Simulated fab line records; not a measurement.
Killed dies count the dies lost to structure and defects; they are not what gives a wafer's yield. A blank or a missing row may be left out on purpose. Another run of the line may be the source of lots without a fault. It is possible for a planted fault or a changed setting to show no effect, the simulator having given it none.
Matching of chambers / flow berkeley cmos170 / UCB170_CONTACT_ETCH_17 on rie diel-03 has 4 sister chambers
The step etches BARC in N2/H2. 16 wafers are shown with their chamber, then 8 later ones without.

== WAFERS PAIRED WITH THEIR CHAMBERS ==
wafer=L089.1; chamber=0; drypump motor current A (A)=6.0; throttle valve pct (%)=13.27; oes product au (a.u.)=1.019
wafer=L089.2; chamber=1; drypump motor current A (A)=5.2; throttle valve pct (%)=13.31; oes product au (a.u.)=0.998
wafer=L089.3; chamber=3; drypump motor current A (A)=6.5; throttle valve pct (%)=13.28; oes product au (a.u.)=0.990
wafer=L089.4; chamber=2; drypump motor current A (A)=5.3; throttle valve pct (%)=13.54; oes product au (a.u.)=0.984
wafer=L089.5; chamber=1; drypump motor current A (A)=5.2; throttle valve pct (%)=13.31; oes product au (a.u.)=1.000
wafer=L089.6; chamber=0; drypump motor current A (A)=6.0; throttle valve pct (%)=13.28; oes product au (a.u.)=1.022
wafer=L094.1; chamber=0; drypump motor current A (A)=6.0; throttle valve pct (%)=13.27; oes product au (a.u.)=1.016
wafer=L094.2; chamber=1; drypump motor current A (A)=5.2; throttle valve pct (%)=13.32; oes product au (a.u.)=0.994
wafer=L094.3; chamber=2; drypump motor current A (A)=5.3; throttle valve pct (%)=13.55; oes product au (a.u.)=0.983
wafer=L094.4; chamber=3; drypump motor current A (A)=6.4; throttle valve pct (%)=13.26; oes product au (a.u.)=0.995
wafer=L094.5; chamber=0; drypump motor current A (A)=6.0; throttle valve pct (%)=13.29; oes product au (a.u.)=1.029
wafer=L094.6; chamber=3; drypump motor current A (A)=6.5; throttle valve pct (%)=13.26; oes product au (a.u.)=0.990
wafer=L096.1; chamber=2; drypump motor current A (A)=5.3; throttle valve pct (%)=13.55; oes product au (a.u.)=0.978
wafer=L096.2; chamber=1; drypump motor current A (A)=5.2; throttle valve pct (%)=13.29; oes product au (a.u.)=0.991
wafer=L096.3; chamber=3; drypump motor current A (A)=6.4; throttle valve pct (%)=13.27; oes product au (a.u.)=0.992
wafer=L096.4; chamber=0; drypump motor current A (A)=6.0; throttle valve pct (%)=13.28; oes product au (a.u.)=1.021

SIGNATURES (means of the wafers above)
reading=drypump motor current A; chamber 0=6.000; chamber 1=5.200; chamber 2=5.300; chamber 3=6.450; scatter within a chamber=0.0289
reading=throttle valve pct; chamber 0=13.2780; chamber 1=13.3075; chamber 2=13.5467; chamber 3=13.2675; scatter within a chamber=0.00956
reading=oes product au; chamber 0=1.02140; chamber 1=0.99575; chamber 2=0.98167; chamber 3=0.99175; scatter within a chamber=0.00387
Rule: for each reading, subtract the chamber's mean from the wafer's reading, divide by that reading's scatter and square the result; add these up over the readings and take the root, which gives the wafer's distance from the chamber. If the next closest chamber is less than 2 further off than the closest, the wafer can't be placed; otherwise it belongs to the closest. How the scatter is found: for the shown wafers, subtract from each reading the mean of its chamber, square and add these, divide the total by (wafers less chambers), then take the root.

== WAFERS WHOSE CHAMBER IS MISSING ==
wafer=L096.5; drypump motor current A (A)=6.0; throttle valve pct (%)=13.27; oes product au (a.u.)=1.021
wafer=L096.6; drypump motor current A (A)=5.2; throttle valve pct (%)=13.31; oes product au (a.u.)=0.989
wafer=L095.1; drypump motor current A (A)=6.5; throttle valve pct (%)=13.26; oes product au (a.u.)=0.986
wafer=L095.2; drypump motor current A (A)=6.0; throttle valve pct (%)=13.27; oes product au (a.u.)=1.035
wafer=L095.3; drypump motor current A (A)=5.2; throttle valve pct (%)=13.31; oes product au (a.u.)=1.000
wafer=L095.4; drypump motor current A (A)=5.3; throttle valve pct (%)=13.55; oes product au (a.u.)=0.975
wafer=L095.5; drypump motor current A (A)=5.2; throttle valve pct (%)=13.31; oes product au (a.u.)=0.990
wafer=L095.6; drypump motor current A (A)=5.3; throttle valve pct (%)=13.56; oes product au (a.u.)=0.974

== THE CHAMBER EACH PASSED THROUGH ==
wafer=L096.5; from the rows above=0; in truth=0
wafer=L096.6; from the rows above=1; in truth=1
wafer=L095.1; from the rows above=3; in truth=3
wafer=L095.2; from the rows above=0; in truth=0
wafer=L095.3; from the rows above=1; in truth=1
wafer=L095.4; from the rows above=2; in truth=2
wafer=L095.5; from the rows above=1; in truth=1
wafer=L095.6; from the rows above=2; in truth=2
Correct placement for 8 of the 8. Number that these rows cannot place: 0. Placed wrongly: 0.
